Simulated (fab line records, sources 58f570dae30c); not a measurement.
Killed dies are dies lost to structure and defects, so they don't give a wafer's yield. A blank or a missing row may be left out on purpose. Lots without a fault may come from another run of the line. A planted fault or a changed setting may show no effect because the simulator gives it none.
A struck lot beside a sound one | flow berkeley_cmos170 | 43 steps out of a route of 331
Sound: wafers L844.1, L844.3, L844.5. Struck: wafers L852.3, L852.4, L852.5. The cause comes at the end.
At each step with rows: each side's tool, then ch and its chambers, then its first start. Under that, the readings that differ: sound wafers | struck wafers | difference of the means | sigmas: that difference in standard deviations of wafers without a fault.
alike: readings whose means differ by less than 2 such deviations, and words and numbers that are the same on both sides. not compared: withheld readings, readings that some wafer has no value for, bounds like >300 that may hide the same value, and numbers for which the record gives no deviation and whose values overlap.
The two part at a step that has a row with sigmas, a row that says differs or no value, or rows on one side only. Numbers that don't overlap but have no deviation are shown without sigmas and don't part them. A reading that every wafer of one side lacks parts them only if that side has two wafers or more.

first, 6 steps without rows for these wafers: UCB170_ZERO_HMDS_00 (prime time 60 s); UCB170_ZERO_COAT_01 (resist thk 900 nm); UCB170_ZERO_SOFTBAKE_02 (time 60 s); UCB170_ZERO_EXPOSE_03 (exposes mask PM MARKS, target cd 4000 nm); UCB170_ZERO_PEB_04; UCB170_ZERO_DEVELOP_05 (develop time 45 s).
UCB170_ZERO_ETCH_06: etches SiO2 in CHF3/CF4/Ar, time 12 s.
  sound on rie_diel-01 ch 1,3, day 2 11:13; struck on rie_diel-01 ch 0,2, day 4 05:00
  alike: drypump_motor_current_A, oes_product_au, throttle_valve_pct
  not compared: rf_hours_counter_h
UCB170_ZERO_STRIP_07: strips in O2.
  sound on plasma_asher-01 ch 1, day 2 11:14; struck on plasma_asher-04 ch 0,1, day 4 05:04
  alike: drypump_motor_current_A, oes_product_au, strip_time_to_endpoint_s
  not compared: rf_hours_counter_h
then, 2 steps without rows for these wafers: UCB170_NWELL_WET_ETCH_00 (etches SiO2 in dHF, time 200 s); UCB170_NWELL_OXIDATION_01 (target thk 26.4 nm, ox time 1260 s).
UCB170_NWELL_THK_MEAS_02:
  sound on film_metro-02, day 2 15:16; struck on film_metro-01, day 4 09:35
  alike: NWELL_OXIDE_THK
then, 1 step without rows for these wafers: UCB170_NWELL_ANNEAL_03 (time 900 s).
UCB170_NWELL_CVD_04: deposits Si3N4 from SiH2Cl2/NH3, target thk 224 nm, time 3360 s.
  sound on lpcvd-01 ch 0, day 2 21:13; struck on lpcvd-01 ch 1, day 4 12:37
UCB170_NWELL_THK_MEAS_05:
  sound on film_metro-01, day 3 00:07; struck on film_metro-01, day 4 14:34
  alike: NWELL_NITRIDE_THK
then, 6 steps without rows for these wafers: UCB170_NWELL_HMDS_06 (prime time 60 s); UCB170_NWELL_COAT_07 (resist thk 900 nm); UCB170_NWELL_SOFTBAKE_08 (time 60 s); UCB170_NWELL_EXPOSE_09 (exposes mask NWELL, target cd 3000 nm); UCB170_NWELL_PEB_10; UCB170_NWELL_DEVELOP_11 (develop time 45 s).
UCB170_NWELL_OVL_MEAS_12:
  sound on overlay-01, day 3 01:31; struck on overlay-01, day 4 15:42
  alike: NWELL_OVL
UCB170_NWELL_ETCH_13: etches Si3N4 in CH3F/Ar/O2, stops on SiO2, target depth 246.4 nm, time 154 s.
  sound on rie_diel-03 ch 1,3, day 3 01:32; struck on rie_diel-02 ch 0,1, day 4 15:43
  alike: drypump_motor_current_A, oes_product_au, throttle_valve_pct
  not compared: rf_hours_counter_h
then, 1 step without rows for these wafers: UCB170_NWELL_IMPLANT_14.
UCB170_NWELL_STRIP_15: strips in O2.
  sound on plasma_asher-03 ch 0,1, day 3 01:47; struck on plasma_asher-03 ch 0,1, day 4 16:01
  reading                      | sound             | struck            | difference | sigmas
  strip_time_to_endpoint_s (s) | 17.66 17.88 17.68 | 17.95 17.95 18.09 | +0.26      | +3
  alike: drypump_motor_current_A, oes_product_au
  not compared: rf_hours_counter_h
UCB170_NWELL_TW_MEAS_16:
  sound on film_metro-02, day 3 01:53; struck on film_metro-01, day 4 16:06
  alike: NWELL_TW
then, 6 steps without rows for these wafers: UCB170_NWELL_CLEAN_17 (cleans in SPM, time 600 s); UCB170_NWELL_WET_ETCH_18 (etches Si3N4 in H3PO4, time 14400 s); UCB170_NWELL_WET_ETCH_19 (etches SiO2 in BOE, time 22 s); UCB170_PWELL_CLEAN_00 (cleans in SPM, time 600 s); UCB170_PWELL_CLEAN_01 (cleans in dHF, time 60 s); UCB170_PWELL_OXIDATION_02 (target thk 26.4 nm, ox time 1260 s).
UCB170_PWELL_THK_MEAS_03:
  sound on film_metro-01, day 3 11:51; struck on film_metro-01, day 5 02:31
  alike: PWELL_OXIDE_THK
then, 2 steps without rows for these wafers: UCB170_PWELL_ANNEAL_04 (time 900 s); UCB170_PWELL_CVD_05 (deposits Si3N4 from SiH2Cl2/NH3, target thk 220 nm, time 3300 s).
UCB170_PWELL_THK_MEAS_06:
  sound on film_metro-01, day 3 18:47; struck on film_metro-02, day 5 11:03
  alike: PWELL_NITRIDE_THK
then, 6 steps without rows for these wafers: UCB170_PWELL_HMDS_07 (prime time 60 s); UCB170_PWELL_COAT_08 (resist thk 900 nm); UCB170_PWELL_SOFTBAKE_09 (time 60 s); UCB170_PWELL_EXPOSE_10 (exposes mask PWELL, target cd 3000 nm); UCB170_PWELL_PEB_11; UCB170_PWELL_DEVELOP_12 (develop time 45 s).
UCB170_PWELL_OVL_MEAS_13:
  sound on overlay-02, day 3 21:35; struck on overlay-02, day 5 12:25
  reading        | sound | struck   | difference | sigmas
  PWELL_OVL (nm) | 9 6 0 | -2 -7 -8 | -11        | -2
-- the record jumps here: 5 days lie between the struck wafers' starts before and after (it left off in module PWELL and takes up again in module M3, whose first step shown is number 331 of the route) --
UCB170_M3_PROBE_99:
  the record has rows for the struck wafers here (prober-02, day 10 23:54) and none for the sound ones

WHERE THEY PART
First at UCB170_NWELL_STRIP_15; last, within this record, at UCB170_M3_PROBE_99.

WHY: what the simulator had put in
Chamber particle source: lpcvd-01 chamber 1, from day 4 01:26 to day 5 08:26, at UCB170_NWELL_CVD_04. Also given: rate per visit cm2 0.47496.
